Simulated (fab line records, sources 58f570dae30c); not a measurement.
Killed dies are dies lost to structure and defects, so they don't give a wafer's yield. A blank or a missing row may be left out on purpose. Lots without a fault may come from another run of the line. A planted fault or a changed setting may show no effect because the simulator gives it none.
Which tool did it? | flow berkeley_cmos170 | 7 lots, 21 wafers sampled, at 2 steps of a route of 331

WHAT THE GAUGES READ, wafer by wafer
UCB170_PFIELD_OVL_MEAS_06.
lot  | measured    | on         | PFIELD_OVL (nm)
L657 | day 5 01:12 | overlay-02 | -7 0 2
L659 | day 5 20:59 | overlay-02 | 2 -1 -4
L660 | day 5 21:32 | overlay-01 | -6 -7 3
L664 | day 6 18:38 | overlay-01 | -3 -8 -13
L667 | day 7 17:49 | overlay-01 | 256 256 260
L671 | day 8 11:29 | overlay-02 | 251 249 255
L675 | day 9 12:26 | overlay-01 | -9 -10 0

WHICH TOOL RAN EACH LOT (tool, then ch and the chambers of the sampled wafers, then the start)
lot  | UCB170_PFIELD_EXPOSE_03
L657 | krf_scanner-02 ch 0, day 5 00:31
L659 | krf_scanner-01 ch 0, day 5 20:16
L660 | krf_scanner-01 ch 0, day 5 20:50
L664 | krf_scanner-02 ch 0, day 6 18:15
L667 | krf_scanner-01 ch 0, day 7 17:23
L671 | krf_scanner-01 ch 0, day 8 10:42
L675 | krf_scanner-02 ch 0, day 9 12:02
- UCB170_PFIELD_EXPOSE_03: exposes mask PFIELD, target cd 1500 nm.

THE ANSWER, worked out from the rows above alone
Rule: what is usual is taken from the lots themselves. Put in order of their means at a reading, lots are off if they are a third of the lots or fewer, leave a main group of 4 or more, and stand apart from it by a gap of 3 or more times the standard deviation of the main group's means; of several such gaps the widest counts. A main group whose means are all the same, to the digits that the tables above print for the reading, isn't used. A lot without any number at a reading at which 4 lots or more have one is off too. The other lots that the step has rows for count as sound.
Off: L667, L671, at UCB170_PFIELD_OVL_MEAS_06 (PFIELD_OVL). The main group: mean -4 nm, standard deviation 2.7.
A tool fits if, at a process step before that reading, it ran every lot that is off, and no sound lot after the first of them. The gauges at UCB170_PFIELD_OVL_MEAS_06 are tried like those tools. One fits: krf_scanner-01 at UCB170_PFIELD_EXPOSE_03. Its last sound lot is L660 (day 5 20:50), its first lot that is off L667 (day 7 17:23): a fault that began between those two fits.

WHAT THE SIMULATOR HAD PUT IN
Scanner matching overlay: krf_scanner-01, from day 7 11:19 on, at UCB170_PFIELD_EXPOSE_03. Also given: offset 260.
Lots struck among those shown: L667, L671. The rule above found the same.
